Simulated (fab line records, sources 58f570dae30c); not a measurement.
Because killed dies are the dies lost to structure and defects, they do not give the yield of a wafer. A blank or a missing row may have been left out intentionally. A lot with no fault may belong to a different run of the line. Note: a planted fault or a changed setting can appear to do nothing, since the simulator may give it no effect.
Split-lot experiment :: flow berkeleyCmos170 :: 23 wafers read across 5 lots, on a route 331 steps long

## THE SPLIT ITSELF
At UCB170_PFIELD_IMPLANT_07, the setting doseCm2 was moved away from the recipe's 2e+13 on 7 of the 23 wafers read, by -4.4% to -2.7%. The other wafers ran this setting at the recipe's value.

## FROM THE SPLIT TO THE READING: what the file shows between them, 1 step
- UCB170_PFIELD_STRIP_08: strips in O2

## THE READING
PFIELD_TW, at UCB170_PFIELD_TW_MEAS_09. On this fab line, fault-free wafers typically give 603.4 with a standard deviation of 2.7.

wafer: L076.1
tool, chamber at the split: implanter-04, 0
doseCm2 as run: 2e+13
against the recipe: recipe
PFIELD_TW: 605.6
against lot-mates on the recipe: -

wafer: L076.2
tool, chamber at the split: implanter-04, 0
doseCm2 as run: 2e+13
against the recipe: recipe
PFIELD_TW: 604.9
against lot-mates on the recipe: -

wafer: L076.4
tool, chamber at the split: implanter-04, 0
doseCm2 as run: 2e+13
against the recipe: recipe
PFIELD_TW: 603.9
against lot-mates on the recipe: -

wafer: L076.5
tool, chamber at the split: implanter-04, 0
doseCm2 as run: 2e+13
against the recipe: recipe
PFIELD_TW: 605.2
against lot-mates on the recipe: -

wafer: L076.6
tool, chamber at the split: implanter-04, 0
doseCm2 as run: 2e+13
against the recipe: recipe
PFIELD_TW: 602.7
against lot-mates on the recipe: -

wafer: L079.1
tool, chamber at the split: implanter-01, 0
doseCm2 as run: 2e+13
against the recipe: recipe
PFIELD_TW: 602.5
against lot-mates on the recipe: -

wafer: L079.4
tool, chamber at the split: implanter-01, 0
doseCm2 as run: 2e+13
against the recipe: recipe
PFIELD_TW: 598.9
against lot-mates on the recipe: -

wafer: L079.6
tool, chamber at the split: implanter-01, 0
doseCm2 as run: 2e+13
against the recipe: recipe
PFIELD_TW: 599.6
against lot-mates on the recipe: -

wafer: L078.1
tool, chamber at the split: implanter-01, 0
doseCm2 as run: 1.945e+13
against the recipe: -2.7%
PFIELD_TW: 599.3
against lot-mates on the recipe: -4.7

wafer: L078.2
tool, chamber at the split: implanter-01, 0
doseCm2 as run: 2e+13
against the recipe: recipe
PFIELD_TW: 604.0
against lot-mates on the recipe: -

wafer: L078.3
tool, chamber at the split: implanter-01, 0
doseCm2 as run: 2e+13
against the recipe: recipe
PFIELD_TW: 603.9
against lot-mates on the recipe: -

wafer: L078.5
tool, chamber at the split: implanter-01, 0
doseCm2 as run: 1.945e+13
against the recipe: -2.7%
PFIELD_TW: 600.3
against lot-mates on the recipe: -3.7

wafer: L078.6
tool, chamber at the split: implanter-01, 0
doseCm2 as run: 1.945e+13
against the recipe: -2.7%
PFIELD_TW: 599.3
against lot-mates on the recipe: -4.7

wafer: L082.2
tool, chamber at the split: implanter-01, 0
doseCm2 as run: 2e+13
against the recipe: recipe
PFIELD_TW: 597.9
against lot-mates on the recipe: -

wafer: L082.3
tool, chamber at the split: implanter-01, 0
doseCm2 as run: 2e+13
against the recipe: recipe
PFIELD_TW: 602.7
against lot-mates on the recipe: -

wafer: L082.4
tool, chamber at the split: implanter-01, 0
doseCm2 as run: 2e+13
against the recipe: recipe
PFIELD_TW: 602.3
against lot-mates on the recipe: -

wafer: L082.5
tool, chamber at the split: implanter-01, 0
doseCm2 as run: 1.914e+13
against the recipe: -4.3%
PFIELD_TW: 593.6
against lot-mates on the recipe: -7.4

wafer: L082.6
tool, chamber at the split: implanter-01, 0
doseCm2 as run: 1.914e+13
against the recipe: -4.3%
PFIELD_TW: 591.8
against lot-mates on the recipe: -9.2

wafer: L084.1
tool, chamber at the split: implanter-01, 0
doseCm2 as run: 1.912e+13
against the recipe: -4.4%
PFIELD_TW: 599.2
against lot-mates on the recipe: -5.8

wafer: L084.2
tool, chamber at the split: implanter-01, 0
doseCm2 as run: 1.912e+13
against the recipe: -4.4%
PFIELD_TW: 595.7
against lot-mates on the recipe: -9.3

wafer: L084.3
tool, chamber at the split: implanter-01, 0
doseCm2 as run: 2e+13
against the recipe: recipe
PFIELD_TW: 605.3
against lot-mates on the recipe: -

wafer: L084.4
tool, chamber at the split: implanter-01, 0
doseCm2 as run: 2e+13
against the recipe: recipe
PFIELD_TW: 604.9
against lot-mates on the recipe: -

wafer: L084.5
tool, chamber at the split: implanter-01, 0
doseCm2 as run: 2e+13
against the recipe: recipe
PFIELD_TW: 604.7
against lot-mates on the recipe: -

THE FIT
A straight line over all 23 wafers: PFIELD_TW changes by +1.72 for each +1% of doseCm2; r = +0.79; the points scatter about the line by 2.4.
The same after taking each lot's own level away (the mean of its wafers on the recipe; 23 wafers): +1.77 for each +1%; r = +0.92; scatter 1.3.
That fit puts the effect of the largest move of doseCm2 on the reading at 7.8.
Across the lots, their own levels run from 600.33 to 604.97, a range of 1.7 times the standard deviation given above.
So the lot-to-lot level blurs the effect unless lot-mates are compared.
Check: -8.22 against its lot-mates is what the line predicts for one of the wafers moved furthest among these (-4.4%) when that wafer is left out of the fit. It came out at -5.77 against them.

## THESE WAFERS: OTHER SPLITS
Before the reading, these wafers also passed through other splits. Each is held against what the fit with the lots' levels taken away leaves over:
other split on the same wafers: UCB170_START_OXIDATION_02 tempC
wafers away from the commonest value: 15
r with PFIELD_TW (lot level and that fit taken away): -0.14

other split on the same wafers: UCB170_NWELL_CVD_04 sih2cl2FlowSccm
wafers away from the commonest value: 10
r with PFIELD_TW (lot level and that fit taken away): -0.13

other split on the same wafers: UCB170_PWELL_OXIDATION_02 tempC
wafers away from the commonest value: 15
r with PFIELD_TW (lot level and that fit taken away): +0.15

other split on the same wafers: UCB170_PWELL_CVD_05 timeS
wafers away from the commonest value: 15
r with PFIELD_TW (lot level and that fit taken away): -0.09

other split on the same wafers: UCB170_ACTIVE_CVD_05 timeS
wafers away from the commonest value: 15
r with PFIELD_TW (lot level and that fit taken away): -0.01

other split on the same wafers: UCB170_ACTIVE_EXPOSE_10 doseMj
wafers away from the commonest value: 7
r with PFIELD_TW (lot level and that fit taken away): -0.01

## THE FILE'S OWN FIT
PFIELD_TW changes by +1.77 for each +1% of doseCm2, r = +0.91.
